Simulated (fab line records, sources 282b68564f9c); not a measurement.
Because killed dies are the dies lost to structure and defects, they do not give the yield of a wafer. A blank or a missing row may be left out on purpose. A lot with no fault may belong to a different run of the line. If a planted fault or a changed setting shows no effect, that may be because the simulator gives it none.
fab line records + flow rit_cmos
record:
- lots: 6
- wafers: 18
- last_day: 5
route steps=202 shown PSD@150 SDANNEAL@153 NSD@158 PLDD@159 NLDD@160 SILICIDE@161 M1@202
lots untouched by any fault: they come from a run of this same line in which no faults occurred
start_h: the number of hours between the record's first day and the start of the first shown wafer of the lot + wait_h: how many hours have passed since the lot's step before this one + " as in the row above + L1.1+2: a single row standing in for several wafers + - no value present, or no start provided + * or withheld: withheld + < > ~ a bound
route shown NAME@n: names a module that has steps shown in the file, with the first one's number in the route + usual: mean/standard deviation of fault-free wafers + same: alike in all rows + chamber/n: place in a boat + sites: per-site readings + _std_site: the standard deviation of these + _edge_site: outer sites' mean less inner sites' + radius_mm: for every site, how far away it sits from the centre of the wafer + mask NAME#n: copy n + behind: tool/chamber where the wafer was last shaped + hold: the reason the lot was held/the length of the hold in hours/how it ended + device: names the non-switching transistor (n, p or np) + end of line: the route-end tests of the same wafers + for a step that has no rows: nothing shown but its recipe + killed: the dies lost at the first sort to structure and to defects; this is not the yield of the wafer + map: dies across one wafer; x = killed, . = not, _ = none there
set.NAME: setting as actually run; set.NAME@STEP: the setting as run at that earlier step + model.NAME: the simulator's own value behind a step, which no gauge read
certain route steps with their lots: each step a table, each wafer a row
services: from which hour (start_h, from the record's first day; less than 0 if before it) a tool's chamber was out of use, for how many hours, and why
== steps ==
step: RIT_PSD_IMPLANT_08
recipe:
- species: BF2
- energy_kev: 27
- dose_cm2: 5e+15
- tilt_deg: 7
step: RIT_PSD_STRIP_09
recipe:
- chemistry: O2
- time_s: 180
- resist: NOVOLAK
- platen_temp_c: withheld
- power_w: 500
- pressure_mtorr: 4000
- o2_flow_sccm: 4000
usual:
- drypump_motor_current_A: 5.8/0.38
| lot.wafer | tool            | chamber | start_h | wait_h | drypump_motor_current_A | rf_hours_counter_h |
|-----------|-----------------|---------|---------|--------|-------------------------|--------------------|
| L788.1    | plasma_asher-01 | 0       | 48.71   | 0.1    | 5.8                     | 43                 |
| L788.3    | "               | 1       | "       | "      | 5.9                     | -                  |
| L788.6    | "               | 1       | "       | "      | 5.9                     | -                  |
| L789.3    | plasma_asher-01 | 1       | 54.07   | 0.1    | 5.9                     | -                  |
| L789.5    | "               | 0       | "       | "      | 5.8                     | -                  |
| L789.6    | "               | 1       | "       | "      | 5.9                     | -                  |
| L792.2    | plasma_asher-02 | 1       | 71.54   | 0.1    | 6.1                     | 43                 |
| L792.4    | "               | 1       | "       | "      | 6.1                     | -                  |
| L792.5    | "               | 0       | "       | "      | 5.4                     | -                  |
| L793.1    | plasma_asher-01 | 0       | 74.35   | 0.1    | 5.8                     | 46                 |
| L793.2    | "               | 1       | "       | "      | 5.9                     | 46                 |
| L793.5    | "               | 1       | "       | "      | 5.9                     | -                  |
| L795.1    | plasma_asher-01 | 0       | 86.63   | 0.1    | 5.8                     | 47                 |
| L795.4    | "               | 0       | "       | "      | 5.8                     | -                  |
| L795.5    | "               | 0       | "       | "      | 5.8                     | -                  |
| L802.1    | plasma_asher-02 | 0       | 120.73  | 0.1    | 5.4                     | 0                  |
| L802.2    | "               | 1       | "       | "      | 6.2                     | 0                  |
| L802.5    | "               | 1       | "       | "      | 6.2                     | -                  |
step: RIT_PSD_TW_MEAS_10
usual:
- PSD_TW: 3406/34
| lot.wafer | tool          | chamber | start_h | wait_h | PSD_TW |
|-----------|---------------|---------|---------|--------|--------|
| L788.1    | film_metro-03 | -       | 48.89   | 0.1    | 3429   |
| L788.3    | "             | -       | "       | "      | 3435   |
| L788.6    | "             | -       | "       | "      | 3432   |
| L789.3    | film_metro-01 | -       | 54.21   | 0.1    | 3402   |
| L789.5    | "             | -       | "       | "      | 3392   |
| L789.6    | "             | -       | "       | "      | 3367   |
| L792.2    | film_metro-03 | -       | 71.73   | 0.1    | 3415   |
| L792.4    | "             | -       | "       | "      | 3431   |
| L792.5    | "             | -       | "       | "      | 3416   |
| L793.1    | film_metro-01 | -       | 74.53   | 0.1    | 3356   |
| L793.2    | "             | -       | "       | "      | 3390   |
| L793.5    | "             | -       | "       | "      | 3366   |
| L795.1    | film_metro-03 | -       | 86.81   | 0.1    | 3434   |
| L795.4    | "             | -       | "       | "      | 3418   |
| L795.5    | "             | -       | "       | "      | 3413   |
| L802.1    | film_metro-01 | -       | 120.90  | 0.1    | 3372   |
| L802.2    | "             | -       | "       | "      | 3379   |
| L802.5    | "             | -       | "       | "      | 3359   |
step: RIT_SDANNEAL_CLEAN_00
recipe:
- chemistry: SC1
- mix: 3:3:50
- time_s: 600
- temp_c: 75
step: RIT_SDANNEAL_CLEAN_01
recipe:
- chemistry: dHF
- dilution: 50:1
- time_s: 30
step: RIT_SDANNEAL_CLEAN_02
recipe:
- chemistry: SC2
- mix: 3:3:50
- time_s: 600
- temp_c: 75
- dry: n2_spin
step: RIT_SDANNEAL_RTA_03
recipe:
- temp_c: 1050
- time_s: 5
- idle_temp_c: 600
- ramp_up_c_per_s: 342
- ramp_down_c_per_s: 171
- cool_to_c: 600
- ambient: N2
usual:
- wafer_temp_C_max: 1053.5/1.1
| lot.wafer | tool          | chamber | start_h | wait_h | wafer_temp_C_max |
|-----------|---------------|---------|---------|--------|------------------|
| L788.1    | rtp_anneal-02 | 0       | 49.37   | 0.0    | 1052.8           |
| L788.3    | "             | 0       | "       | "      | 1052.2           |
| L788.6    | "             | 0       | "       | "      | 1053.6           |
| L789.3    | rtp_anneal-01 | 0       | 55.05   | 0.0    | 1053.1           |
| L789.5    | "             | 0       | "       | "      | 1053.0           |
| L789.6    | "             | 0       | "       | "      | 1054.3           |
| L792.2    | rtp_anneal-02 | 0       | 72.39   | 0.0    | 1052.6           |
| L792.4    | "             | 0       | "       | "      | 1052.7           |
| L792.5    | "             | 0       | "       | "      | 1052.4           |
| L793.1    | rtp_anneal-01 | 0       | 75.16   | 0.0    | 1053.4           |
| L793.2    | "             | 0       | "       | "      | 1053.0           |
| L793.5    | "             | 0       | "       | "      | 1051.6           |
| L795.1    | rtp_anneal-01 | 0       | 87.27   | 0.0    | 1053.3           |
| L795.4    | "             | 0       | "       | "      | 1053.5           |
| L795.5    | "             | 0       | "       | "      | 1053.4           |
| L802.1    | rtp_anneal-02 | 0       | 121.33  | 0.0    | 1053.0           |
| L802.2    | "             | 0       | "       | "      | 1052.8           |
| L802.5    | "             | 0       | "       | "      | 1052.8           |
step: RIT_SDANNEAL_RS_MEAS_04
recipe:
- thk_meas_gauge: four-point-probe
usual:
- PSD_RS: 115.95/0.26
| lot.wafer | tool          | chamber | start_h | wait_h | PSD_RS[ohm/sq] |
|-----------|---------------|---------|---------|--------|----------------|
| L788.1    | film_metro-02 | -       | 49.43   | 0.0    | 116.05         |
| L788.3    | "             | -       | "       | "      | 115.94         |
| L788.6    | "             | -       | "       | "      | 115.96         |
| L789.3    | film_metro-01 | -       | 55.13   | 0.1    | 115.92         |
| L789.5    | "             | -       | "       | "      | 115.59         |
| L789.6    | "             | -       | "       | "      | 116.07         |
| L792.2    | film_metro-03 | -       | 72.46   | 0.1    | 116.23         |
| L792.4    | "             | -       | "       | "      | 116.09         |
| L792.5    | "             | -       | "       | "      | 115.78         |
| L793.1    | film_metro-01 | -       | 75.22   | 0.0    | 115.53         |
| L793.2    | "             | -       | "       | "      | 115.49         |
| L793.5    | "             | -       | "       | "      | 116.09         |
| L795.1    | film_metro-01 | -       | 87.32   | 0.0    | 115.75         |
| L795.4    | "             | -       | "       | "      | 115.99         |
| L795.5    | "             | -       | "       | "      | 116.27         |
| L802.1    | film_metro-03 | -       | 121.39  | 0.0    | 115.89         |
| L802.2    | "             | -       | "       | "      | 116.04         |
| L802.5    | "             | -       | "       | "      | 115.93         |
step: RIT_SDANNEAL_RS_MEAS_05
recipe:
- thk_meas_gauge: four-point-probe
usual:
- NSD_RS: 84.58/0.26
| lot.wafer | tool          | chamber | start_h | wait_h | NSD_RS[ohm/sq] |
|-----------|---------------|---------|---------|--------|----------------|
| L788.1    | film_metro-02 | -       | 49.55   | 0.1    | 84.15          |
| L788.3    | "             | -       | "       | "      | 84.25          |
| L788.6    | "             | -       | "       | "      | 84.27          |
| L789.3    | film_metro-01 | -       | 55.25   | 0.1    | 84.61          |
| L789.5    | "             | -       | "       | "      | 84.67          |
| L789.6    | "             | -       | "       | "      | 84.67          |
| L792.2    | film_metro-03 | -       | 72.58   | 0.1    | 84.40          |
| L792.4    | "             | -       | "       | "      | 84.26          |
| L792.5    | "             | -       | "       | "      | 84.18          |
| L793.1    | film_metro-01 | -       | 75.34   | 0.1    | 84.62          |
| L793.2    | "             | -       | "       | "      | 84.61          |
| L793.5    | "             | -       | "       | "      | 84.65          |
| L795.1    | film_metro-01 | -       | 87.44   | 0.1    | 84.32          |
| L795.4    | "             | -       | "       | "      | 84.23          |
| L795.5    | "             | -       | "       | "      | 84.22          |
| L802.1    | film_metro-03 | -       | 121.51  | 0.1    | 84.32          |
| L802.2    | "             | -       | "       | "      | 84.45          |
| L802.5    | "             | -       | "       | "      | 84.45          |
step: RIT_SDANNEAL_RS_MEAS_06
recipe:
- thk_meas_gauge: four-point-probe
usual:
- PLDD_RS: 178.6/0.46
| lot.wafer | tool          | chamber | start_h | wait_h | PLDD_RS[ohm/sq] |
|-----------|---------------|---------|---------|--------|-----------------|
| L788.1    | film_metro-02 | -       | 49.67   | 0.1    | 178.7           |
| L788.3    | "             | -       | "       | "      | 178.9           |
| L788.6    | "             | -       | "       | "      | 178.8           |
| L789.3    | film_metro-01 | -       | 55.37   | 0.1    | 178.5           |
| L789.5    | "             | -       | "       | "      | 178.5           |
| L789.6    | "             | -       | "       | "      | 178.7           |
| L792.2    | film_metro-03 | -       | 72.70   | 0.1    | 179.1           |
| L792.4    | "             | -       | "       | "      | 178.4           |
| L792.5    | "             | -       | "       | "      | 178.5           |
| L793.1    | film_metro-01 | -       | 75.46   | 0.1    | 178.6           |
| L793.2    | "             | -       | "       | "      | 179.2           |
| L793.5    | "             | -       | "       | "      | 178.7           |
| L795.1    | film_metro-01 | -       | 87.56   | 0.1    | 178.9           |
| L795.4    | "             | -       | "       | "      | 178.4           |
| L795.5    | "             | -       | "       | "      | 178.9           |
| L802.1    | film_metro-03 | -       | 121.63  | 0.1    | 178.5           |
| L802.2    | "             | -       | "       | "      | 178.9           |
| L802.5    | "             | -       | "       | "      | 178.4           |
step: RIT_SDANNEAL_RS_MEAS_07
recipe:
- thk_meas_gauge: four-point-probe
usual:
- NLDD_RS: 151.5/0.52
| lot.wafer | tool          | chamber | start_h | wait_h | NLDD_RS[ohm/sq] |
|-----------|---------------|---------|---------|--------|-----------------|
| L788.1    | film_metro-02 | -       | 49.79   | 0.1    | 152.2           |
| L788.3    | "             | -       | "       | "      | 151.5           |
| L788.6    | "             | -       | "       | "      | 151.5           |
| L789.3    | film_metro-01 | -       | 55.49   | 0.1    | 151.5           |
| L789.5    | "             | -       | "       | "      | 150.9           |
| L789.6    | "             | -       | "       | "      | 151.1           |
| L792.2    | film_metro-03 | -       | 72.82   | 0.1    | 151.6           |
| L792.4    | "             | -       | "       | "      | 151.7           |
| L792.5    | "             | -       | "       | "      | 151.8           |
| L793.1    | film_metro-01 | -       | 75.58   | 0.1    | 153.1           |
| L793.2    | "             | -       | "       | "      | 151.9           |
| L793.5    | "             | -       | "       | "      | 152.3           |
| L795.1    | film_metro-01 | -       | 87.68   | 0.1    | 151.9           |
| L795.4    | "             | -       | "       | "      | 152.0           |
| L795.5    | "             | -       | "       | "      | 151.6           |
| L802.1    | film_metro-03 | -       | 121.75  | 0.1    | 151.4           |
| L802.2    | "             | -       | "       | "      | 151.4           |
| L802.5    | "             | -       | "       | "      | 150.9           |
step: RIT_SILICIDE_WET_ETCH_00
recipe:
- chemistry: BOE
- target: SiO2
- target_depth_nm: 14
- time_s: 15
- dry: n2_spin
- dilution: 10:1
- temp_c: 21.5
step: RIT_SILICIDE_SPUTTER_01
recipe:
- material: Ti
- target_thk_nm: 30
- power_w: 350
- chamber_pressure_pa: 0.667
- gas: Ar
- time_s: 240
- substrate_temp_c: 25
usual:
- chamber_pressure_pa: 0.6670/0.0013
- throttle_valve_pct: 30.2/1.4
| lot.wafer | tool           | chamber | start_h | wait_h | chamber_pressure_pa | throttle_valve_pct |
|-----------|----------------|---------|---------|--------|---------------------|--------------------|
| L788.1    | pvd_sputter-01 | -       | 49.92   | 0.0    | 0.6661              | 29.5               |
| L788.3    | "              | -       | "       | "      | 0.6668              | 31.7               |
| L788.6    | "              | -       | "       | "      | 0.6683              | 31.7               |
| L789.3    | pvd_sputter-04 | -       | 55.60   | 0.0    | 0.6687              | 29.7               |
| L789.5    | "              | -       | "       | "      | 0.6669              | 31.5               |
| L789.6    | "              | -       | "       | "      | 0.6668              | 31.8               |
| L792.2    | pvd_sputter-01 | -       | 72.93   | 0.0    | 0.6649              | 29.3               |
| L792.4    | "              | -       | "       | "      | 0.6677              | 31.7               |
| L792.5    | "              | -       | "       | "      | 0.6670              | 31.5               |
| L793.1    | pvd_sputter-04 | -       | 75.73   | 0.0    | 0.6696              | 31.5               |
| L793.2    | "              | -       | "       | "      | 0.6678              | 32.1               |
| L793.5    | "              | -       | "       | "      | 0.6678              | 31.1               |
| L795.1    | pvd_sputter-04 | -       | 87.82   | 0.0    | 0.6658              | 31.4               |
| L795.4    | "              | -       | "       | "      | 0.6659              | 31.7               |
| L795.5    | "              | -       | "       | "      | 0.6651              | 31.7               |
| L802.1    | pvd_sputter-02 | -       | 121.88  | 0.0    | 0.6684              | 28.1               |
| L802.2    | "              | -       | "       | "      | 0.6654              | 29.1               |
| L802.5    | "              | -       | "       | "      | 0.6699              | 28.1               |
step: RIT_SILICIDE_RS_MEAS_02
recipe:
- thk_meas_gauge: four-point-probe
- reads: Ti_of_SILICIDE_SPUTTER_01
usual:
- SILICIDE_TI_RS: 48.2/0.74
| lot.wafer | tool          | chamber | start_h | wait_h | SILICIDE_TI_RS[ohm/sq] |
|-----------|---------------|---------|---------|--------|------------------------|
| L788.1    | film_metro-04 | -       | 50.07   | 0.1    | 48.0                   |
| L788.3    | "             | -       | "       | "      | 48.0                   |
| L788.6    | "             | -       | "       | "      | 47.6                   |
| L789.3    | film_metro-03 | -       | 55.79   | 0.1    | 47.9                   |
| L789.5    | "             | -       | "       | "      | 47.8                   |
| L789.6    | "             | -       | "       | "      | 48.6                   |
| L792.2    | film_metro-01 | -       | 73.10   | 0.1    | 46.8                   |
| L792.4    | "             | -       | "       | "      | 47.4                   |
| L792.5    | "             | -       | "       | "      | 47.1                   |
| L793.1    | film_metro-03 | -       | 75.88   | 0.1    | 82.0                   |
| L793.2    | "             | -       | "       | "      | 86.2                   |
| L793.5    | "             | -       | "       | "      | 82.5                   |
| L795.1    | film_metro-04 | -       | 87.97   | 0.1    | 85.5                   |
| L795.4    | "             | -       | "       | "      | 85.8                   |
| L795.5    | "             | -       | "       | "      | 88.6                   |
| L802.1    | film_metro-04 | -       | 122.03  | 0.1    | 48.5                   |
| L802.2    | "             | -       | "       | "      | 48.1                   |
| L802.5    | "             | -       | "       | "      | 47.7                   |
step: RIT_SILICIDE_THK_MEAS_03
recipe:
- thk_meas_gauge: xrf
- reads: Ti_of_SILICIDE_SPUTTER_01
usual:
- SILICIDE_TI_THK: 29.7/0.35
| lot.wafer | tool          | chamber | start_h | wait_h | SILICIDE_TI_THK[nm] |
|-----------|---------------|---------|---------|--------|---------------------|
| L788.1    | film_metro-04 | -       | 50.19   | 0.1    | 29.9                |
| L788.3    | "             | -       | "       | "      | 29.9                |
| L788.6    | "             | -       | "       | "      | 30.1                |
| L789.3    | film_metro-03 | -       | 55.89   | 0.1    | 29.7                |
| L789.5    | "             | -       | "       | "      | 29.7                |
| L789.6    | "             | -       | "       | "      | 29.4                |
| L792.2    | film_metro-01 | -       | 73.21   | 0.1    | 30.5                |
| L792.4    | "             | -       | "       | "      | 29.9                |
| L792.5    | "             | -       | "       | "      | 30.2                |
| L793.1    | film_metro-03 | -       | 76.00   | 0.1    | 22.9                |
| L793.2    | "             | -       | "       | "      | 22.3                |
| L793.5    | "             | -       | "       | "      | 22.9                |
| L795.1    | film_metro-04 | -       | 88.09   | 0.1    | 22.4                |
| L795.4    | "             | -       | "       | "      | 22.4                |
| L795.5    | "             | -       | "       | "      | 21.9                |
| L802.1    | film_metro-04 | -       | 122.15  | 0.1    | 29.7                |
| L802.2    | "             | -       | "       | "      | 29.8                |
| L802.5    | "             | -       | "       | "      | 30.0                |
step: RIT_SILICIDE_RTA_04
recipe:
- temp_c: 650
- time_s: 10
- idle_temp_c: 25
- ramp_up_s: 5
- ramp_down_s: 5
- cool_to_c: 25
- ambient: N2
usual:
- wafer_temp_C_max: 653.0/0.85
| lot.wafer | tool          | chamber | start_h | wait_h | wafer_temp_C_max |
|-----------|---------------|---------|---------|--------|------------------|
| L788.1    | rtp_anneal-01 | 0       | 50.25   | 0.1    | 654.3            |
| L788.3    | "             | 0       | "       | "      | 653.8            |
| L788.6    | "             | 0       | "       | "      | 653.1            |
| L789.3    | rtp_anneal-02 | 0       | 55.95   | 0.1    | 652.3            |
| L789.5    | "             | 0       | "       | "      | 652.8            |
| L789.6    | "             | 0       | "       | "      | 653.4            |
| L792.2    | rtp_anneal-01 | 0       | 73.27   | 0.1    | 653.9            |
| L792.4    | "             | 0       | "       | "      | 654.4            |
| L792.5    | "             | 0       | "       | "      | 653.4            |
| L793.1    | rtp_anneal-02 | 0       | 76.06   | 0.1    | 651.9            |
| L793.2    | "             | 0       | "       | "      | 652.3            |
| L793.5    | "             | 0       | "       | "      | 652.2            |
| L795.1    | rtp_anneal-02 | 0       | 88.15   | 0.1    | 653.1            |
| L795.4    | "             | 0       | "       | "      | 651.6            |
| L795.5    | "             | 0       | "       | "      | 652.6            |
| L802.1    | rtp_anneal-01 | 0       | 122.21  | 0.1    | 653.0            |
| L802.2    | "             | 0       | "       | "      | 653.9            |
| L802.5    | "             | 0       | "       | "      | 652.8            |
step: RIT_M1_PROBE_99
usual:
- killed_at_contacts: 0.1/0.27
- killed_at_front_end: 6.4/2.9
- killed_dies: 6.5/3
- killed_open: 3.3/1.9
- killed_short: 3.2/1.7
same:
- gross_dies: 264
- killed_at_M0_to_M3: 0
- killed_at_M4_up: 0
- killed_at_back_side: 0
- killed_at_other: 0
| lot.wafer | tool      | chamber | start_h | wait_h | killed_at_contacts | killed_at_front_end | killed_dies | killed_open | killed_short |
|-----------|-----------|---------|---------|--------|--------------------|---------------------|-------------|-------------|--------------|
| L788.1    | prober-02 | -       | 57.03   | 0.1    | 0                  | 3                   | 3           | 1           | 2            |
| L788.3    | prober-02 | -       | 57.13   | 0.2    | 0                  | 4                   | 4           | 3           | 1            |
| L788.6    | prober-02 | -       | 57.28   | 0.2    | 0                  | 2                   | 2           | 0           | 2            |
| L789.3    | prober-01 | -       | 63.70   | 0.2    | 0                  | 7                   | 7           | 4           | 3            |
| L789.5    | prober-01 | -       | 63.80   | 0.2    | 0                  | 6                   | 6           | 1           | 5            |
| L789.6    | prober-01 | -       | 63.85   | 0.2    | 0                  | 8                   | 8           | 5           | 3            |
| L792.2    | prober-02 | -       | 80.43   | 0.1    | 0                  | 9                   | 9           | 6           | 3            |
| L792.4    | prober-02 | -       | 80.53   | 0.2    | 0                  | 13                  | 13          | 6           | 7            |
| L792.5    | prober-02 | -       | 80.58   | 0.2    | 0                  | 6                   | 6           | 4           | 2            |
| L793.1    | prober-01 | -       | 83.44   | 0.1    | 1                  | 4                   | 5           | 2           | 3            |
| L793.2    | prober-01 | -       | 83.49   | 0.1    | 0                  | 10                  | 10          | 5           | 5            |
| L793.5    | prober-01 | -       | 83.64   | 0.2    | 0                  | 5                   | 5           | 3           | 2            |
| L802.1    | prober-02 | -       | 128.64  | 0.1    | 0                  | 5                   | 5           | 2           | 3            |
| L802.2    | prober-02 | -       | 128.69  | 0.1    | 0                  | 6                   | 6           | 1           | 5            |
| L802.5    | prober-02 | -       | 128.84  | 0.2    | 0                  | 3                   | 3           | 1           | 2            |
killed by level:class
L788.1 GATE:geometric_particle:short=2 SPACER:geometric_particle:open=1
L788.3 GATE:geometric_particle:open=3 GATE:geometric_particle:short=1
L788.6 GATE:geometric_particle:short=1 REOX:geometric_particle:short=1
L789.3 GATE:geometric_particle:open=3 FOX1:geometric_particle:short=1 GATE:geometric_particle:short=1 REOX:geometric_particle:short=1 SPACER:geometric_particle:open=1
L789.5 GATE:geometric_particle:short=2 FOX2:geometric_particle:short=1 GATE:geometric_particle:open=1 SPACER:geometric_particle:short=1 SILICIDE:geometric_particle:short=1
L789.6 FOX2:geometric_particle:open=2 GATE:geometric_particle:short=2 FOX1:geometric_particle:open=1 SPACER:geometric_particle:short=1 SPACER:geometric_particle:open=1 SILICIDE:geometric_particle:open=1
L792.2 REOX:geometric_particle:open=2 SPACER:geometric_particle:open=2 GATE:geometric_particle:short=1 GATE:geometric_particle:open=1 REOX:geometric_particle:short=1 SPACER:geometric_particle:short=1 SILICIDE:geometric_particle:open=1
L792.4 GATE:geometric_particle:short=4 GATE:geometric_particle:open=4 REOX:geometric_particle:short=2 REOX:geometric_particle:open=1 SPACER:geometric_particle:short=1 SILICIDE:geometric_particle:open=1
L792.5 GATE:geometric_particle:short=2 REOX:geometric_particle:open=2 GATE:geometric_particle:open=1 SILICIDE:geometric_particle:open=1
L793.1 GATE:geometric_particle:short=2 GATE:geometric_particle:open=1 SILICIDE:geometric_particle:open=1 CONTACT:geometric_particle:short=1
L793.2 REOX:geometric_particle:short=2 SPACER:geometric_particle:open=2 FOX1:geometric_particle:short=1 FOX1:geometric_particle:open=1 GATE:geometric_particle:short=1 GATE:geometric_particle:open=1 REOX:geometric_particle:open=1 SPACER:geometric_particle:short=1
L793.5 FOX2:geometric_particle:open=1 FOX2:geometric_particle:short=1 GATE:geometric_particle:open=1 GATE:geometric_particle:short=1 REOX:geometric_particle:open=1
L802.1 GATE:geometric_particle:short=3 SPACER:geometric_particle:open=1 SILICIDE:geometric_particle:open=1
L802.2 GATE:geometric_particle:short=3 FOX1:geometric_particle:short=2 GATE:geometric_particle:open=1
L802.5 FOX1:geometric_particle:short=2 GATE:geometric_particle:open=1
== services ==
| tool            | chamber | start_h | hours | kind       |
|-----------------|---------|---------|-------|------------|
| plasma_asher-01 | -       | 27.67   | 0.6   | repair     |
| pvd_sputter-01  | -       | 44.78   | 3.7   | repair     |
| pvd_sputter-02  | -       | 50.02   | 6.7   | repair     |
| pvd_sputter-04  | -       | 50.11   | 2.4   | repair     |
| pvd_sputter-01  | -       | 67.50   | 0.5   | repair     |
| pvd_sputter-01  | -       | 102.39  | 2.7   | repair     |
| plasma_asher-02 | -       | 108.75  | 9.0   | pm         |
| plasma_asher-02 | 0       | 108.75  | 9.0   | vent_cycle |
| plasma_asher-02 | 1       | 108.75  | 9.0   | vent_cycle |
| plasma_asher-02 | 0       | 117.75  | -     | clean      |
| plasma_asher-02 | 1       | 117.75  | -     | clean      |
== key ==
first_sign:
- step: RIT_SILICIDE_RS_MEAS_02
- reading: SILICIDE_TI_RS
- direction: up
- sigmas: 50
- usual: 48.2
- struck: 85.1
effect:
- step: RIT_SILICIDE_THK_MEAS_03
- reading: SILICIDE_TI_THK
- direction: down
- sigmas: 21
- usual: 29.7
- struck: 22.5
met_at RIT_SILICIDE_SPUTTER_01
struck_wafers L793.1,L793.2,L793.5,L795.1,L795.4,L795.5
rows_end L795.1,L795.4,L795.5
tester_left_out L793
onset_between 55.60 75.73
also_fits RIT_PSD_STRIP_09:plasma_asher-01,RIT_SDANNEAL_RTA_03:rtp_anneal-01
fault:
- kind: site_profile_drift
- tool: pvd_sputter-04
- chamber: -
- onset_h: 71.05
- steps: RIT_SILICIDE_SPUTTER_01
- basis: fraction
- max_abs_drift: 0.53178
- slope_share_per_hr: 118.17
- site_pattern: 0,0,0,0,0,-1,-1,-1,-1
tester_left_out: of these lots the tester's yield and bins aren't shown, on N5 and GAA mostly nor the transistor test; their killed dies are dies lost to structure and defects alone, not to doping, threshold or leakage, so they don't give the yield
rows_end: these wafers met a further fault down the route, and their rows from its step on are left out
